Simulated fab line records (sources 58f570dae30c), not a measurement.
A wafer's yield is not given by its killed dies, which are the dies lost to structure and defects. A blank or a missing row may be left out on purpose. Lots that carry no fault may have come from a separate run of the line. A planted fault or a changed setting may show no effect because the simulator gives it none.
What tool caused it? || flow berkeley_cmos170 || 14 lots, 42 wafers sampled, at 5 steps of a route of 331

== WHAT THE GAUGES READ, wafer by wafer ==
UCB170_WELLDRIVE_THK_MEAS_02. Usual: WELLDRIVE_OXIDE_THK 197 nm, standard deviation 4.
{"lot": "L157", "measured": "day 3 19:30", "on": "film_metro-03", "WELLDRIVE_OXIDE_THK (nm)": "192 189 194", "flag": ""}
{"lot": "L158", "measured": "day 4 10:18", "on": "film_metro-03", "WELLDRIVE_OXIDE_THK (nm)": "199 198 200", "flag": ""}
{"lot": "L159", "measured": "day 4 10:14", "on": "film_metro-03", "WELLDRIVE_OXIDE_THK (nm)": "193 195 196", "flag": ""}
{"lot": "L161", "measured": "day 4 18:49", "on": "film_metro-03", "WELLDRIVE_OXIDE_THK (nm)": "194 193 197", "flag": ""}
{"lot": "L160", "measured": "day 4 10:20", "on": "film_metro-02", "WELLDRIVE_OXIDE_THK (nm)": "194 195 193", "flag": ""}
{"lot": "L162", "measured": "day 5 05:11", "on": "film_metro-03", "WELLDRIVE_OXIDE_THK (nm)": "189 194 193", "flag": ""}
{"lot": "L163", "measured": "day 5 13:28", "on": "film_metro-02", "WELLDRIVE_OXIDE_THK (nm)": "191 195 197", "flag": ""}
{"lot": "L164", "measured": "day 5 13:30", "on": "film_metro-03", "WELLDRIVE_OXIDE_THK (nm)": "195 194 193", "flag": ""}
{"lot": "L165", "measured": "day 5 17:51", "on": "film_metro-02", "WELLDRIVE_OXIDE_THK (nm)": "198 202 201", "flag": ""}
{"lot": "L166", "measured": "day 6 04:14", "on": "film_metro-02", "WELLDRIVE_OXIDE_THK (nm)": "248 250 249", "flag": "OFF"}
{"lot": "L167", "measured": "day 6 04:16", "on": "film_metro-02", "WELLDRIVE_OXIDE_THK (nm)": "243 246 243", "flag": "OFF"}
{"lot": "L176", "measured": "day 8 05:29", "on": "film_metro-03", "WELLDRIVE_OXIDE_THK (nm)": "190 191 192", "flag": ""}
{"lot": "L178", "measured": "day 8 05:31", "on": "film_metro-02", "WELLDRIVE_OXIDE_THK (nm)": "192 193 192", "flag": ""}
{"lot": "L177", "measured": "day 8 05:29", "on": "film_metro-01", "WELLDRIVE_OXIDE_THK (nm)": "198 197 194", "flag": ""}

UCB170_PSD_OVL_MEAS_07. Usual: PSD_OVL -1 nm, standard deviation 5.8.
{"lot": "L157", "measured": "day 8 00:59", "on": "overlay-01", "PSD_OVL (nm)": "3 2 4", "flag": ""}
{"lot": "L158", "measured": "day 8 15:21", "on": "overlay-01", "PSD_OVL (nm)": "-1 -5 -1", "flag": ""}
{"lot": "L159", "measured": "day 8 15:37", "on": "overlay-01", "PSD_OVL (nm)": "1 4 3", "flag": ""}
{"lot": "L161", "measured": "day 8 15:43", "on": "overlay-02", "PSD_OVL (nm)": "-4 -3 -7", "flag": ""}
{"lot": "L160", "measured": "day 8 15:55", "on": "overlay-01", "PSD_OVL (nm)": "4 2 5", "flag": ""}
{"lot": "L162", "measured": "day 9 05:25", "on": "overlay-01", "PSD_OVL (nm)": "-9 -7 -7", "flag": ""}
{"lot": "L163", "measured": "day 9 17:01", "on": "overlay-02", "PSD_OVL (nm)": "-3 -6 -6", "flag": ""}
{"lot": "L164", "measured": "day 9 17:05", "on": "overlay-01", "PSD_OVL (nm)": "5 3 3", "flag": ""}
{"lot": "L165", "measured": "day 9 17:17", "on": "overlay-02", "PSD_OVL (nm)": "-5 3 -1", "flag": ""}
{"lot": "L166", "measured": "day 9 23:58", "on": "overlay-02", "PSD_OVL (nm)": "-2 8 4", "flag": ""}
{"lot": "L167", "measured": "day 10 00:04", "on": "overlay-01", "PSD_OVL (nm)": "-14 -12 -6", "flag": ""}
{"lot": "L176", "measured": "day 12 03:52", "on": "overlay-02", "PSD_OVL (nm)": "3 1 -1", "flag": ""}
{"lot": "L178", "measured": "day 12 03:57", "on": "overlay-01", "PSD_OVL (nm)": "10 -1 5", "flag": ""}
{"lot": "L177", "measured": "day 12 03:41", "on": "overlay-01", "PSD_OVL (nm)": "-6 -7 -4", "flag": ""}

== TOOL THAT RAN EACH LOT (tool first, then ch and the chambers of the sampled wafers, then the start) ==
{"lot": "L157", "UCB170_ZERO_ETCH_06": "rie_diel-01 ch 0,1, day 1 17:51", "UCB170_PWELL_STRIP_16": "plasma_asher-02 ch 0,1, day 3 04:19", "UCB170_WELLDRIVE_OXIDATION_01": "furnace-04 ch 0, day 3 15:59"}
{"lot": "L158", "UCB170_ZERO_ETCH_06": "rie_diel-04 ch 0,2,3, day 2 04:13", "UCB170_PWELL_STRIP_16": "plasma_asher-01 ch 0,1, day 3 20:18", "UCB170_WELLDRIVE_OXIDATION_01": "furnace-04 ch 0, day 4 06:40"}
{"lot": "L159", "UCB170_ZERO_ETCH_06": "rie_diel-04 ch 0,1,2, day 2 08:26", "UCB170_PWELL_STRIP_16": "plasma_asher-04 ch 0,1, day 3 20:07", "UCB170_WELLDRIVE_OXIDATION_01": "furnace-04 ch 0, day 4 06:40"}
{"lot": "L161", "UCB170_ZERO_ETCH_06": "rie_diel-04 ch 2,3, day 2 14:11", "UCB170_PWELL_STRIP_16": "plasma_asher-02 ch 0,1, day 4 04:16", "UCB170_WELLDRIVE_OXIDATION_01": "furnace-02 ch 0, day 4 15:17"}
{"lot": "L160", "UCB170_ZERO_ETCH_06": "rie_diel-01 ch 0,2,3, day 2 14:24", "UCB170_PWELL_STRIP_16": "plasma_asher-04 ch 0,1, day 3 20:36", "UCB170_WELLDRIVE_OXIDATION_01": "furnace-04 ch 0, day 4 06:40"}
{"lot": "L162", "UCB170_ZERO_ETCH_06": "rie_diel-01 ch 1,2,3, day 3 01:01", "UCB170_PWELL_STRIP_16": "plasma_asher-02 ch 0,1, day 4 17:56", "UCB170_WELLDRIVE_OXIDATION_01": "furnace-01 ch 0, day 5 01:41"}
{"lot": "L163", "UCB170_ZERO_ETCH_06": "rie_diel-03 ch 2,3, day 3 06:25", "UCB170_PWELL_STRIP_16": "plasma_asher-02 ch 0,1, day 4 23:56", "UCB170_WELLDRIVE_OXIDATION_01": "furnace-04 ch 0, day 5 09:58"}
{"lot": "L164", "UCB170_ZERO_ETCH_06": "rie_diel-01 ch 0,1,2, day 3 06:40", "UCB170_PWELL_STRIP_16": "plasma_asher-01 ch 0,1, day 5 00:50", "UCB170_WELLDRIVE_OXIDATION_01": "furnace-04 ch 0, day 5 09:58"}
{"lot": "L165", "UCB170_ZERO_ETCH_06": "rie_diel-03 ch 0,2, day 3 15:41", "UCB170_PWELL_STRIP_16": "plasma_asher-02 ch 1, day 5 05:11", "UCB170_WELLDRIVE_OXIDATION_01": "furnace-02 ch 0, day 5 14:21"}
{"lot": "L166", "UCB170_ZERO_ETCH_06": "rie_diel-04 ch 0,1,3, day 4 01:02", "UCB170_PWELL_STRIP_16": "plasma_asher-04 ch 0,1, day 5 13:06", "UCB170_WELLDRIVE_OXIDATION_01": "furnace-02 ch 0, day 6 00:42"}
{"lot": "L167", "UCB170_ZERO_ETCH_06": "rie_diel-03 ch 0,2,3, day 4 01:17", "UCB170_PWELL_STRIP_16": "plasma_asher-01 ch 0,1, day 5 13:20", "UCB170_WELLDRIVE_OXIDATION_01": "furnace-02 ch 0, day 6 00:42"}
{"lot": "L176", "UCB170_ZERO_ETCH_06": "rie_diel-01 ch 0,2,3, day 6 00:17", "UCB170_PWELL_STRIP_16": "plasma_asher-04 ch 0,1, day 7 17:59", "UCB170_WELLDRIVE_OXIDATION_01": "furnace-04 ch 0, day 8 01:58"}
{"lot": "L178", "UCB170_ZERO_ETCH_06": "rie_diel-04 ch 1,3, day 6 06:53", "UCB170_PWELL_STRIP_16": "plasma_asher-04 ch 0,1, day 7 18:16", "UCB170_WELLDRIVE_OXIDATION_01": "furnace-04 ch 0, day 8 01:58"}
{"lot": "L177", "UCB170_ZERO_ETCH_06": "rie_diel-03 ch 1,2, day 6 06:55", "UCB170_PWELL_STRIP_16": "plasma_asher-01 ch 0,1, day 7 18:10", "UCB170_WELLDRIVE_OXIDATION_01": "furnace-04 ch 0, day 8 01:58"}
- UCB170_ZERO_ETCH_06: etches SiO2 in CHF3/CF4/Ar, time 12 s.
- UCB170_PWELL_STRIP_16: strips in O2.
- UCB170_WELLDRIVE_OXIDATION_01: target thk 199 nm, ox time 9000 s.

== AS READ BY THE TOOLS THEMSELVES (means over the sampled wafers that have a number; for cases with no such wafer, the mark the record gives instead) ==
UCB170_ZERO_ETCH_06. Usual: chamber_pressure_mTorr 99.97 mTorr, standard deviation 0.21; drypump_motor_current_A 5.5 A, standard deviation 0.41; oes_product_au 0.616 a.u., standard deviation 0.011; throttle_valve_pct 9.26 %, standard deviation 0.12.
{"lot": "L157", "tool": "rie_diel-01", "chamber_pressure_mTorr (mTorr)": 100.00, "drypump_motor_current_A (A)": 5.4, "oes_product_au (a.u.)": 0.606, "throttle_valve_pct (%)": 9.38, "flag": ""}
{"lot": "L158", "tool": "rie_diel-04", "chamber_pressure_mTorr (mTorr)": 100.02, "drypump_motor_current_A (A)": 5.5, "oes_product_au (a.u.)": 0.619, "throttle_valve_pct (%)": 9.24, "flag": ""}
{"lot": "L159", "tool": "rie_diel-04", "chamber_pressure_mTorr (mTorr)": 99.99, "drypump_motor_current_A (A)": 5.9, "oes_product_au (a.u.)": 0.614, "throttle_valve_pct (%)": 9.29, "flag": ""}
{"lot": "L161", "tool": "rie_diel-04", "chamber_pressure_mTorr (mTorr)": 99.98, "drypump_motor_current_A (A)": 5.7, "oes_product_au (a.u.)": 0.622, "throttle_valve_pct (%)": 9.30, "flag": ""}
{"lot": "L160", "tool": "rie_diel-01", "chamber_pressure_mTorr (mTorr)": 99.97, "drypump_motor_current_A (A)": 5.1, "oes_product_au (a.u.)": 0.615, "throttle_valve_pct (%)": 9.21, "flag": ""}
{"lot": "L162", "tool": "rie_diel-01", "chamber_pressure_mTorr (mTorr)": 99.97, "drypump_motor_current_A (A)": 5.2, "oes_product_au (a.u.)": 0.616, "throttle_valve_pct (%)": 9.32, "flag": ""}
{"lot": "L163", "tool": "rie_diel-03", "chamber_pressure_mTorr (mTorr)": 99.96, "drypump_motor_current_A (A)": 5.4, "oes_product_au (a.u.)": 0.634, "throttle_valve_pct (%)": 9.24, "flag": ""}
{"lot": "L164", "tool": "rie_diel-01", "chamber_pressure_mTorr (mTorr)": 100.01, "drypump_motor_current_A (A)": 5.2, "oes_product_au (a.u.)": 0.615, "throttle_valve_pct (%)": 9.29, "flag": ""}
{"lot": "L165", "tool": "rie_diel-03", "chamber_pressure_mTorr (mTorr)": 99.95, "drypump_motor_current_A (A)": 5.6, "oes_product_au (a.u.)": 0.624, "throttle_valve_pct (%)": 9.31, "flag": ""}
{"lot": "L166", "tool": "rie_diel-04", "chamber_pressure_mTorr (mTorr)": 99.85, "drypump_motor_current_A (A)": 5.7, "oes_product_au (a.u.)": 0.610, "throttle_valve_pct (%)": 9.20, "flag": ""}
{"lot": "L167", "tool": "rie_diel-03", "chamber_pressure_mTorr (mTorr)": 100.06, "drypump_motor_current_A (A)": 5.6, "oes_product_au (a.u.)": 0.626, "throttle_valve_pct (%)": 9.26, "flag": ""}
{"lot": "L176", "tool": "rie_diel-01", "chamber_pressure_mTorr (mTorr)": 100.01, "drypump_motor_current_A (A)": 5.0, "oes_product_au (a.u.)": 0.614, "throttle_valve_pct (%)": 9.20, "flag": ""}
{"lot": "L178", "tool": "rie_diel-04", "chamber_pressure_mTorr (mTorr)": 99.94, "drypump_motor_current_A (A)": 6.0, "oes_product_au (a.u.)": 0.605, "throttle_valve_pct (%)": 9.20, "flag": ""}
{"lot": "L177", "tool": "rie_diel-03", "chamber_pressure_mTorr (mTorr)": 99.94, "drypump_motor_current_A (A)": 5.5, "oes_product_au (a.u.)": 0.619, "throttle_valve_pct (%)": 9.35, "flag": ""}

UCB170_PWELL_STRIP_16. Usual: chamber_pressure_mTorr 3500 mTorr, standard deviation 3.2; drypump_motor_current_A 6.22 A, standard deviation 0.26; oes_product_au 0.721 a.u., standard deviation 0.0041; strip_time_to_endpoint_s 18.12 s, standard deviation 0.094.
{"lot": "L157", "tool": "plasma_asher-02", "chamber_pressure_mTorr (mTorr)": 3505, "drypump_motor_current_A (A)": 6.49, "oes_product_au (a.u.)": 0.720, "strip_time_to_endpoint_s (s)": 18.05, "flag": ""}
{"lot": "L158", "tool": "plasma_asher-01", "chamber_pressure_mTorr (mTorr)": 3501, "drypump_motor_current_A (A)": 6.27, "oes_product_au (a.u.)": 0.723, "strip_time_to_endpoint_s (s)": 18.21, "flag": ""}
{"lot": "L159", "tool": "plasma_asher-04", "chamber_pressure_mTorr (mTorr)": 3502, "drypump_motor_current_A (A)": 5.82, "oes_product_au (a.u.)": 0.721, "strip_time_to_endpoint_s (s)": 18.16, "flag": ""}
{"lot": "L161", "tool": "plasma_asher-02", "chamber_pressure_mTorr (mTorr)": 3498, "drypump_motor_current_A (A)": 6.44, "oes_product_au (a.u.)": 0.723, "strip_time_to_endpoint_s (s)": 18.04, "flag": ""}
{"lot": "L160", "tool": "plasma_asher-04", "chamber_pressure_mTorr (mTorr)": 3498, "drypump_motor_current_A (A)": 5.93, "oes_product_au (a.u.)": 0.720, "strip_time_to_endpoint_s (s)": 18.04, "flag": ""}
{"lot": "L162", "tool": "plasma_asher-02", "chamber_pressure_mTorr (mTorr)": 3498, "drypump_motor_current_A (A)": 6.51, "oes_product_au (a.u.)": 0.723, "strip_time_to_endpoint_s (s)": 18.21, "flag": ""}
{"lot": "L163", "tool": "plasma_asher-02", "chamber_pressure_mTorr (mTorr)": 3500, "drypump_motor_current_A (A)": 6.53, "oes_product_au (a.u.)": 0.720, "strip_time_to_endpoint_s (s)": 18.16, "flag": ""}
{"lot": "L164", "tool": "plasma_asher-01", "chamber_pressure_mTorr (mTorr)": 3501, "drypump_motor_current_A (A)": 6.25, "oes_product_au (a.u.)": 0.726, "strip_time_to_endpoint_s (s)": 18.12, "flag": ""}
{"lot": "L165", "tool": "plasma_asher-02", "chamber_pressure_mTorr (mTorr)": 3498, "drypump_motor_current_A (A)": 6.58, "oes_product_au (a.u.)": 0.724, "strip_time_to_endpoint_s (s)": 18.16, "flag": ""}
{"lot": "L166", "tool": "plasma_asher-04", "chamber_pressure_mTorr (mTorr)": 3497, "drypump_motor_current_A (A)": 5.81, "oes_product_au (a.u.)": 0.719, "strip_time_to_endpoint_s (s)": 18.17, "flag": ""}
{"lot": "L167", "tool": "plasma_asher-01", "chamber_pressure_mTorr (mTorr)": 3500, "drypump_motor_current_A (A)": 6.30, "oes_product_au (a.u.)": 0.722, "strip_time_to_endpoint_s (s)": 18.19, "flag": ""}
{"lot": "L176", "tool": "plasma_asher-04", "chamber_pressure_mTorr (mTorr)": 3500, "drypump_motor_current_A (A)": 5.84, "oes_product_au (a.u.)": 0.721, "strip_time_to_endpoint_s (s)": 18.11, "flag": ""}
{"lot": "L178", "tool": "plasma_asher-04", "chamber_pressure_mTorr (mTorr)": 3499, "drypump_motor_current_A (A)": 5.82, "oes_product_au (a.u.)": 0.726, "strip_time_to_endpoint_s (s)": 18.10, "flag": ""}
{"lot": "L177", "tool": "plasma_asher-01", "chamber_pressure_mTorr (mTorr)": 3501, "drypump_motor_current_A (A)": 6.26, "oes_product_au (a.u.)": 0.719, "strip_time_to_endpoint_s (s)": 18.05, "flag": ""}

UCB170_WELLDRIVE_OXIDATION_01. Usual: spike_tc_centre_C 1102.3 C, standard deviation 0.98.
{"lot": "L157", "tool": "furnace-04", "spike_tc_centre_C (C)": 1101.9, "flag": ""}
{"lot": "L158", "tool": "furnace-04", "spike_tc_centre_C (C)": 1102.3, "flag": ""}
{"lot": "L159", "tool": "furnace-04", "spike_tc_centre_C (C)": 1101.2, "flag": ""}
{"lot": "L161", "tool": "furnace-02", "spike_tc_centre_C (C)": 1101.6, "flag": ""}
{"lot": "L160", "tool": "furnace-04", "spike_tc_centre_C (C)": 1102.9, "flag": ""}
{"lot": "L162", "tool": "furnace-01", "spike_tc_centre_C (C)": 1102.3, "flag": ""}
{"lot": "L163", "tool": "furnace-04", "spike_tc_centre_C (C)": 1103.1, "flag": ""}
{"lot": "L164", "tool": "furnace-04", "spike_tc_centre_C (C)": 1102.7, "flag": ""}
{"lot": "L165", "tool": "furnace-02", "spike_tc_centre_C (C)": 1101.7, "flag": ""}
{"lot": "L166", "tool": "furnace-02", "spike_tc_centre_C (C)": 1103.3, "flag": ""}
{"lot": "L167", "tool": "furnace-02", "spike_tc_centre_C (C)": 1102.4, "flag": ""}
{"lot": "L176", "tool": "furnace-04", "spike_tc_centre_C (C)": 1102.6, "flag": ""}
{"lot": "L178", "tool": "furnace-04", "spike_tc_centre_C (C)": 1102.4, "flag": ""}
{"lot": "L177", "tool": "furnace-04", "spike_tc_centre_C (C)": 1102.5, "flag": ""}

== THE ANSWER, worked out from the rows above alone ==
Rule: a lot counts as off when the mean over its wafers that have a number is more than 3 standard deviations away from the usual mean. Also off: a lot with no number at a reading for which 4 or more lots have one. Where the step has rows for the other lots, those lots are counted as sound. Order of review: gauges by route order, followed by the tools' own readings, for which a lot's mean as printed above is used. At the first step where some lot is off, the reading lying furthest off is the one used; lots without a number count as furthest.
Off: L166, L167, at UCB170_WELLDRIVE_THK_MEAS_02 (WELLDRIVE_OXIDE_THK).
A tool fits if, at a process step before that reading, it ran every lot that is off, and no sound lot after the first of them. The gauges at UCB170_WELLDRIVE_THK_MEAS_02 are tried like those tools. One fits: furnace-02 at UCB170_WELLDRIVE_OXIDATION_01. A fault onset in the window from L165 (day 5 14:21, its last sound lot) to L166 (day 6 00:42, its first lot off) fits.

== WHAT THE SIMULATOR PUT IN ==
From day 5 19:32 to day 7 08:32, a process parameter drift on furnace-02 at UCB170_WELLDRIVE_OXIDATION_01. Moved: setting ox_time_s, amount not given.
Lots struck among those shown: L166, L167. This agrees with what the rule above found.
